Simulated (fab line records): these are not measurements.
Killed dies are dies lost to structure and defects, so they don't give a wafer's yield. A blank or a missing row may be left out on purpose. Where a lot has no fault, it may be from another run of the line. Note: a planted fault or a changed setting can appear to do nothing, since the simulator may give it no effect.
fab line records    flow rit_cmos
record: lots: 13  wafers: 39  last_day: 7
route steps=202 shown NLDD@112 PLDD@124
lots untouched by any fault: they come from a run of this same line in which no faults occurred
start_h: the number of hours between the record's first day and the start of the first shown wafer of the lot    wait_h: hours from the lot's prior step to this one    " as in the row above    L1.1+2: several wafers, shown together as one row    - no value present, or no start provided    * or withheld: withheld    < > ~ a bound
route shown NAME@n: NAME is a module with steps in the file, n the number in the route of the first one    usual: mean/standard deviation of fault-free wafers    same: alike in all rows    chamber/n: place in a boat    sites: per-site readings    _std_site: the standard deviation of these    _edge_site: inner sites' mean taken away from outer sites' mean    radius_mm: how far each site lies from the wafer's centre    mask NAME#n: copy n    behind: the tool/chamber that last shaped the wafer    hold: why the lot was held/for how many hours/how that ended    device: which transistor (n, p or np) failed to switch    end of line: at the end of the route, the tests of the same wafers    a step without rows: its recipe alone    killed: dies that structure and defects cost at the first sort, which is not the same as the wafer's yield    map: dies across one wafer; x = killed, . = not, _ = none there
set.NAME: the setting as run; set.NAME@STEP: as run at that earlier step    model.NAME: the simulator's own value behind a step, which no gauge read
a sample of lots followed through the steps of the route, with each step as a table and each wafer as a row
services: when a tool's chamber went out of use (start_h, in hours from the record's first day, below 0 if earlier), for how many hours, and the reason
== steps ==
step: RIT_NLDD_STRIP_09
recipe: chemistry: O2  time_s: 180  resist: NOVOLAK  platen_temp_c: withheld  power_w: 500  pressure_mtorr: 4000  o2_flow_sccm: 4000
usual: chamber_pressure_mTorr: 4000/3.9  drypump_motor_current_A: 5.5/0.4  run_length_s: 208.8/0.39
lot.wafer  tool             chamber  start_h  wait_h  chamber_pressure_mTorr  drypump_motor_current_A  rf_hours_counter_h  run_length_s
L430.2     plasma_asher-02  0        47.28    0.1     4001                    5.2                      26                  208.7
L430.4     "                1        "        "       4009                    5.1                      -                   209.0
L430.5     "                0        "        "       4001                    5.3                      -                   208.8
L431.1     plasma_asher-03  0        54.38    0.1     3994                    5.3                      43                  209.3
L431.2     "                1        "        "       4001                    6.1                      43                  208.9
L431.4     "                0        "        "       4002                    5.3                      -                   209.3
L432.1     plasma_asher-04  0        58.41    0.1     4005                    5.2                      40                  208.4
L432.2     "                1        "        "       3999                    6.1                      40                  208.3
L432.4     "                1        "        "       4000                    6.1                      -                   208.4
L433.1     plasma_asher-04  1        63.66    0.1     4002                    6.1                      41                  208.2
L433.5     "                0        "        "       3999                    5.3                      -                   208.2
L433.6     "                1        "        "       3999                    6.1                      -                   208.2
L434.1     plasma_asher-04  0        71.01    0.1     3999                    5.3                      42                  208.2
L434.5     "                1        "        "       4001                    6.1                      -                   208.2
L434.6     "                0        "        "       3999                    5.3                      -                   208.7
L435.1     plasma_asher-04  0        73.19    0.1     4006                    5.3                      42                  208.2
L435.2     "                1        "        "       3998                    6.1                      42                  208.2
L435.5     "                0        "        "       3995                    5.3                      -                   208.6
L436.2     plasma_asher-02  1        76.95    0.1     4001                    5.1                      29                  209.2
L436.3     "                0        "        "       4000                    5.3                      -                   209.0
L436.5     "                0        "        "       4003                    5.3                      -                   208.9
L438.1     plasma_asher-04  0        86.86    0.1     4001                    5.2                      43                  208.2
L438.4     "                1        "        "       3995                    6.1                      -                   208.2
L438.6     "                0        "        "       4002                    5.3                      -                   208.3
L442.2     plasma_asher-03  0        103.57   0.1     3994                    5.3                      48                  72.3
L442.4     "                1        "        "       3999                    6.0                      -                   72.1
L442.5     "                0        "        "       4002                    5.3                      -                   72.1
L445.1     plasma_asher-02  0        120.31   0.1     4003                    5.2                      35                  208.8
L445.2     "                1        "        "       3999                    5.1                      35                  208.9
L445.6     "                0        "        "       4004                    5.3                      -                   208.7
L450.2     plasma_asher-02  0        146.85   0.1     3998                    5.2                      37                  209.6
L450.4     "                0        "        "       4006                    5.2                      -                   209.1
L450.5     "                0        "        "       4004                    5.3                      -                   209.1
L452.2     plasma_asher-03  1        153.34   0.1     4005                    6.0                      3                   208.8
L452.4     "                1        "        "       4003                    6.1                      -                   209.3
L452.5     "                1        "        "       4005                    6.0                      -                   209.0
L453.1     plasma_asher-03  0        163.90   0.1     4000                    5.3                      4                   209.0
L453.4     "                1        "        "       4006                    6.1                      -                   208.8
L453.6     "                0        "        "       4004                    5.2                      -                   209.0
step: RIT_PLDD_TW_MEAS_10
usual: PLDD_TW: 2346/8.6
lot.wafer  tool           chamber  start_h  wait_h  PLDD_TW
L430.2     film_metro-03  -        48.89    0.1     2330
L430.4     "              -        "        "       2348
L430.5     "              -        "        "       2340
L431.1     film_metro-01  -        55.98    0.1     2352
L431.2     "              -        "        "       2343
L431.4     "              -        "        "       2365
L432.1     film_metro-01  -        60.20    0.1     2356
L432.2     "              -        "        "       2357
L432.4     "              -        "        "       2355
L433.1     film_metro-03  -        65.50    0.1     2345
L433.5     "              -        "        "       2352
L433.6     "              -        "        "       2343
L434.1     film_metro-02  -        72.72    0.1     2347
L434.5     "              -        "        "       2348
L434.6     "              -        "        "       2345
L435.1     film_metro-03  -        74.78    0.1     2357
L435.2     "              -        "        "       2353
L435.5     "              -        "        "       2337
L436.2     film_metro-03  -        78.58    0.1     2352
L436.3     "              -        "        "       2352
L436.5     "              -        "        "       2348
L438.1     film_metro-02  -        88.45    0.1     2355
L438.4     "              -        "        "       2348
L438.6     "              -        "        "       2342
L442.2     film_metro-01  -        105.18   0.1     30
L442.4     "              -        "        "       30
L442.5     "              -        "        "       30
L445.1     film_metro-03  -        122.03   0.1     2340
L445.2     "              -        "        "       2336
L445.6     "              -        "        "       2341
L450.2     film_metro-01  -        148.96   0.1     2366
L450.4     "              -        "        "       2349
L450.5     "              -        "        "       2352
L452.2     film_metro-01  -        154.96   0.1     2342
L452.4     "              -        "        "       2343
L452.5     "              -        "        "       2333
L453.1     film_metro-01  -        165.66   0.1     2347
L453.4     "              -        "        "       2343
L453.6     "              -        "        "       2355
== services ==
tool             chamber  start_h  hours  kind
plasma_asher-03  -        86.96    2.8    repair
plasma_asher-03  -        108.75   9.0    pm
plasma_asher-03  0        108.75   9.0    vent_cycle
plasma_asher-03  1        108.75   9.0    vent_cycle
plasma_asher-03  0        117.75   -      clean
plasma_asher-03  1        117.75   -      clean
plasma_asher-04  -        136.28   2.8    pm
plasma_asher-02  -        153.39   1.0    repair
== key ==
first_sign: step: RIT_NLDD_STRIP_09  reading: run_length_s  direction: down  sigmas: 99+  usual: *  struck: *
effect: step: RIT_PLDD_TW_MEAS_10  reading: PLDD_TW  direction: down  sigmas: 99+  usual: 2346  struck: 30
met_at RIT_NLDD_STRIP_09
struck_lots L442
sort_left_out L442.2,L442.4,L442.5
tester_left_out L442
onset_between 54.38 103.57
fault: kind: strip_aborted  tool: plasma_asher-03  chamber: -  onset_h: 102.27  steps: RIT_NLDD_STRIP_09  offset: 0.6  end_h: 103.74
tester_left_out: of these lots the tester's yield and bins aren't shown, on N5 and GAA mostly nor the transistor test; their killed dies are dies lost to structure and defects alone, not to doping, threshold or leakage, so they don't give the yield
sort_left_out: the simulated sort isn't trusted on such a fault, so these wafers' sort isn't shown, and their yield isn't known
